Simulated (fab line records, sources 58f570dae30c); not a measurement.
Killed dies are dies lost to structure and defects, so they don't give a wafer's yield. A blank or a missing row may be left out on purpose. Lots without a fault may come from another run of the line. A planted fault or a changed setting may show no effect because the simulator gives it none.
fab line records | flow berkeley_cmos170
record lots=5 wafers=23
route steps=331 shown M1@250 V1@268 M3@310
start_h: hours from the record's first day to the start of the lot's first wafer shown | wait_h: hours since the lot's step before | " the same as in the row above | L1.1+2: a row that stands for several wafers | - no value, or no start given | * or withheld: withheld | < > ~ a bound
route shown NAME@n: a module of which the file shows steps, and the number in the route of the first | usual: mean/standard deviation of fault-free wafers | same: alike in all rows | chamber/n: place in a boat | sites: the reading at each site | _std_site: their standard deviation | _edge_site: outer sites' mean less inner sites' | radius_mm: how far each site lies from the wafer's centre | mask NAME#n: copy n | behind: the tool/chamber that last shaped the wafer | hold: why the lot was held/for how many hours/how that ended | device: the transistor (n, p or np) that didn't switch | end of line: the same wafers' tests at the end of the route | a step without rows: its recipe alone | killed: dies lost to structure and defects at the first sort, not the wafer's yield | map: a wafer's dies, x killed, . not, _ none there
set.NAME: the setting as run; set.NAME@STEP: as run at that earlier step | model.NAME: the simulator's own value behind a step, which no gauge read
lots whose settings were changed on purpose; a table a step, a row a wafer
## steps
# step UCB170_M1_METAL_ETCH_12
# recipe chemistry=Cl2/BCl3 target=Al stop_on=PSG pressure_mtorr=12 target_depth_a=7800 over_etch_frac=0.3 time_s=130 icp_w=600 bias_w=120 Cl2_flow_sccm=90 bcl3_flow_sccm=45
# columns lot.wafer tool chamber start_h wait_h set.time_s set.time_s@CONTACT_CVD_01 model.KrF_of_M1_COAT_04.thk_nm model.PSG_of_CONTACT_CVD_01.thk_nm
L074.2 rie_metal-04 0 135.97 - 130 2820 454.9 672.6
L074.3 " 0 " " 130 2820 458.1 672.2
L074.4 " 0 " " 143.6 2820 406 667.8
L074.5 " 0 " " 130 2820 453.1 673.1
L074.6 " 0 " " 143.6 2820 412.8 664.4
L079.1 rie_metal-01 0 163.12 - 130 2476 419.2 571.4
L079.2 " 0 " " 119.9 2476 458.9 580.6
L079.3 " 0 " " 119.9 2476 458.2 577.6
L079.5 " 0 " " 119.9 2476 459.2 581.3
L079.6 " 0 " " 130 2476 425 575.5
L080.1 rie_metal-02 0 185.26 - 130 2820 426.7 654.2
L080.5 " 1 " " 130 2820 449.1 659.1
L080.6 " 0 " " 130 2820 423.7 656.6
L082.1 rie_metal-01 0 190.30 - 130 3003 422.8 704
L082.2 " 1 " " 130 3003 422.9 701.4
L082.3 " 1 " " 140.5 3003 386.9 700.6
L082.5 " 0 " " 140.5 3003 388.6 696.5
L082.6 " 1 " " 140.5 3003 382.9 705.9
L084.1 rie_metal-01 0 201.58 - 130 3077 429.1 729.3
L084.2 " 1 " " 130 3077 427.2 726.4
L084.3 " 0 " " 138.6 3077 399.4 726.8
L084.4 " 1 " " 138.6 3077 396 725.8
L084.6 " 0 " " 138.6 3077 396.7 724
# step UCB170_V1_ETCH_14
# recipe chemistry=CHF3/CF4/Ar target=SiO2 stop_on=Al CHF3_flow_sccm=45 cf4_flow_sccm=15 Ar_flow_sccm=150 pressure_mtorr=200 rf_w=700 target_depth_a=12500 over_etch_frac=0.25 time_s=291
# columns lot.wafer tool chamber start_h wait_h set.time_s model.KrF_of_V1_COAT_07.thk_nm
L074.2 rie_diel-04 1 145.97 0.0 324.2 581.3
L074.3 " 0 " " 291 605.2
L074.4 " 2 " " 291 609.6
L074.5 " 3 " " 291 607.4
L074.6 " 2 " " 324.2 578.9
L079.1 rie_diel-02 3 173.02 0.0 291 607.9
L079.2 " 1 " " 291 609.7
L079.3 " 0 " " 258.7 638
L079.5 " 0 " " 258.7 637.2
L079.6 " 1 " " 258.7 641.9
L080.1 rie_diel-04 2 193.54 0.0 291 605.8
L080.5 " 1 " " 291 606.6
L080.6 " 0 " " 291 598.1
L082.1 rie_diel-03 1 196.23 0.0 291 597.8
L082.2 " 2 " " 254.5 647.9
L082.3 " 3 " " 291 610.8
L082.5 " 2 " " 291 610.1
L082.6 " 3 " " 254.5 641.4
L084.1 rie_diel-03 0 209.67 0.0 291 617.9
L084.2 " 2 " " 291 613.1
L084.3 " 3 " " 291 612.1
L084.4 " 2 " " 291 614.1
L084.6 " 3 " " 291 610.7
# step UCB170_V1_STRIP_15
# recipe chemistry=O2 power_w=400 pressure_mtorr=3500 platen_temp_c=withheld o2_flow_sccm=400 overash_fraction=0.5
# usual strip_time_to_endpoint_s=15.27/0.12
# columns lot.wafer tool chamber start_h wait_h set.time_s@V1_ETCH_14 strip_time_to_endpoint_s
L074.2 plasma_asher-01 1 146.15 0.1 324.2 14.62
L074.3 " 0 " " 291 15.18
L074.4 " 1 " " 291 15.31
L074.5 " 1 " " 291 15.25
L074.6 " 0 " " 324.2 14.56
L079.1 plasma_asher-03 0 173.20 0.1 291 15.26
L079.2 " 1 " " 291 15.30
L079.3 " 1 " " 258.7 15.91
L079.5 " 0 " " 258.7 15.88
L079.6 " 1 " " 258.7 16.01
L080.1 plasma_asher-03 1 193.72 0.1 291 15.19
L080.5 " 1 " " 291 15.23
L080.6 " 0 " " 291 15.04
L082.1 plasma_asher-03 0 196.41 0.1 291 15.01
L082.2 " 1 " " 254.5 16.14
L082.3 " 0 " " 291 15.33
L082.5 " 0 " " 291 15.30
L082.6 " 1 " " 254.5 16.00
L084.1 plasma_asher-01 1 209.85 0.1 291 15.49
L084.2 " 0 " " 291 15.37
L084.3 " 1 " " 291 15.35
L084.4 " 0 " " 291 15.40
L084.6 " 1 " " 291 15.33
# step UCB170_M3_SPUTTER_01
# recipe material=Al target_thk_nm=900 time_s=120 power_w=6000 chamber_pressure_pa=0.5
# columns lot.wafer tool chamber start_h wait_h set.time_s model.Al_of_M3_SPUTTER_01.thk_nm
L074.2 pvd_sputter-02 - 153.50 0.0 120 899.4
L074.3 " - " " 120 883.7
L074.4 " - " " 120 887.2
L074.5 " - " " 120 900.4
L074.6 " - " " 120 892.5
L079.1 pvd_sputter-04 - 181.23 0.0 120 906.3
L079.2 " - " " 106.9 820.5
L079.3 " - " " 106.9 785.2
L079.5 " - " " 106.9 783
L079.6 " - " " 120 913.1
L080.1 pvd_sputter-01 - 200.71 0.0 120 903.7
L080.5 " - " " 120 895
L080.6 " - " " 120 903.9
L082.1 pvd_sputter-02 - 203.29 0.0 120 909.3
L082.2 " - " " 120 879.9
L082.3 " - " " 120 882.4
L082.5 " - " " 120 881.3
L082.6 " - " " 120 900.1
L084.1 pvd_sputter-04 - 215.79 0.0 120 918.2
L084.2 " - " " 136.5 1012
L084.3 " - " " 136.5 1018
L084.4 " - " " 136.5 1046
L084.6 " - " " 120 902.5
# step UCB170_M3_RS_MEAS_02
# recipe thk_meas_gauge=four-point-probe reads=Al_of_M3_SPUTTER_01
# usual M3_AL_RS=0.0321/0.00048
# columns lot.wafer tool chamber start_h wait_h set.time_s@M3_SPUTTER_01 M3_AL_RS[ohm/sq]
L074.2 film_metro-01 - 153.60 0.1 120 0.0323
L074.3 " - " " 120 0.0328
L074.4 " - " " 120 0.0327
L074.5 " - " " 120 0.0323
L074.6 " - " " 120 0.0325
L079.1 film_metro-04 - 181.31 0.0 120 0.0319
L079.2 " - " " 106.9 0.0353
L079.3 " - " " 106.9 0.0369
L079.5 " - " " 106.9 0.0370
L079.6 " - " " 120 0.0317
L080.1 film_metro-04 - 200.79 0.0 120 0.0320
L080.5 " - " " 120 0.0323
L080.6 " - " " 120 0.0320
L082.1 film_metro-04 - 203.37 0.0 120 0.0317
L082.2 " - " " 120 0.0329
L082.3 " - " " 120 0.0328
L082.5 " - " " 120 0.0328
L082.6 " - " " 120 0.0321
L084.1 film_metro-04 - 215.87 0.0 120 0.0315
L084.2 " - " " 136.5 0.0285
L084.3 " - " " 136.5 0.0284
L084.4 " - " " 136.5 0.0276
L084.6 " - " " 120 0.0321
# step UCB170_M3_THK_MEAS_03
# recipe thk_meas_gauge=xrf reads=Al_of_M3_SPUTTER_01
# usual M3_AL_THK=906/13
# columns lot.wafer tool chamber start_h wait_h set.time_s@M3_SPUTTER_01 M3_AL_THK[nm]
L074.2 film_metro-01 - 153.71 0.1 120 908
L074.3 " - " " 120 888
L074.4 " - " " 120 900
L074.5 " - " " 120 906
L074.6 " - " " 120 897
L079.1 film_metro-04 - 181.43 0.1 120 911
L079.2 " - " " 106.9 819
L079.3 " - " " 106.9 786
L079.5 " - " " 106.9 780
L079.6 " - " " 120 911
L080.1 film_metro-04 - 200.91 0.1 120 912
L080.5 " - " " 120 904
L080.6 " - " " 120 913
L082.1 film_metro-04 - 203.49 0.1 120 918
L082.2 " - " " 120 889
L082.3 " - " " 120 886
L082.5 " - " " 120 897
L082.6 " - " " 120 905
L084.1 film_metro-04 - 215.99 0.1 120 929
L084.2 " - " " 136.5 1021
L084.3 " - " " 136.5 1024
L084.4 " - " " 136.5 1052
L084.6 " - " " 120 908
# step UCB170_M3_SOFTBAKE_11
# recipe resist=KrF temp_c=130 time_s=60
# columns lot.wafer tool chamber start_h wait_h set.time_s
L074.2+3+5 litho_track-04 0 - - 54.97
L074.4+6 " 0 " " 60
L079.1+2+3+5+6 litho_track-04 0 - - 60
L080.1+5+6 litho_track-01 0 - - 60
L082.1+2+6 litho_track-01 0 - - 60
L082.3+5 " 0 " " 56.52
L084.1+2+3+4+6 litho_track-01 0 - - 60
# step UCB170_M3_EXPOSE_12
# recipe mask_id=METAL3 target_cd_nm=700 na=0.5 sigma_outer=0.6 source_shape=conventional dose_mj=26
# step UCB170_M3_PEB_13
# recipe peb_temp_c=130 peb_time_s=withheld resist=KrF
# step UCB170_M3_ETCH_17
# recipe chemistry=N2/H2 target_depth_a=withheld overetch_a=withheld target=BARC time_s=withheld source_w=500 bias_w=100 pressure_mtorr=30 n2_flow_sccm=100 h2_flow_sccm=200
# step UCB170_M3_METAL_ETCH_18
# recipe chemistry=Cl2/BCl3 target=Al stop_on=SiO2 pressure_mtorr=12 target_depth_a=11700 over_etch_frac=0.3 time_s=195 icp_w=600 bias_w=120 Cl2_flow_sccm=90 bcl3_flow_sccm=45
# usual oes_product_au=0.861/0.018
# columns lot.wafer tool chamber start_h wait_h set.time_s@M3_SPUTTER_01 oes_product_au
L074.2 rie_metal-04 1 156.64 - 120 0.862
L074.3 " 1 " " 120 0.857
L074.4 " 0 " " 120 0.864
L074.5 " 1 " " 120 0.865
L074.6 " 0 " " 120 0.863
L079.1 rie_metal-01 0 184.96 - 120 0.878
L079.2 " 1 " " 106.9 0.824
L079.3 " 0 " " 106.9 0.823
L079.5 " 0 " " 106.9 0.812
L079.6 " 1 " " 120 0.860
L080.1 rie_metal-04 1 205.20 - 120 0.862
L080.5 " 1 " " 120 0.857
L080.6 " 0 " " 120 0.870
L082.1 rie_metal-03 1 206.15 - 120 0.837
L082.2 " 0 " " 120 0.842
L082.3 " 0 " " 120 0.836
L082.5 " 1 " " 120 0.826
L082.6 " 0 " " 120 0.854
L084.1 rie_metal-01 0 217.84 - 120 0.893
L084.2 " 0 " " 136.5 0.949
L084.3 " 0 " " 136.5 0.939
L084.4 " 0 " " 136.5 0.959
L084.6 " 0 " " 120 0.877
## key
split step=UCB170_M1_METAL_ETCH_12 setting=time_s stated=130 by=wafer
response step=UCB170_M1_METAL_ETCH_12 reading=model.KrF_of_M1_COAT_04.thk_nm change=-4.54 per=1% r=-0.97
split step=UCB170_V1_ETCH_14 setting=time_s stated=291 by=wafer
response step=UCB170_V1_ETCH_14 reading=model.KrF_of_V1_COAT_07.thk_nm change=-2.75 per=1% r=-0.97
response step=UCB170_V1_STRIP_15 reading=strip_time_to_endpoint_s change=* per=1% r=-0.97
split step=UCB170_M3_SPUTTER_01 setting=time_s stated=120 by=wafer
response step=UCB170_M3_SPUTTER_01 reading=model.Al_of_M3_SPUTTER_01.thk_nm change=+9.13 per=1% r=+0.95
response step=UCB170_M3_RS_MEAS_02 reading=M3_AL_RS change=-0.000322 per=1% r=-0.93
response step=UCB170_M3_THK_MEAS_03 reading=M3_AL_THK change=+9.16 per=1% r=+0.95
response step=UCB170_M3_METAL_ETCH_18 reading=oes_product_au change=+0.00458 per=1% r=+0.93
split step=UCB170_M3_SOFTBAKE_11 setting=time_s stated=60 by=wafer
response none clear
split outside_this_file step=UCB170_CONTACT_CVD_01 setting=time_s
# split outside_this_file: this setting was split too, and the file shows its column; the key of that split is in another file
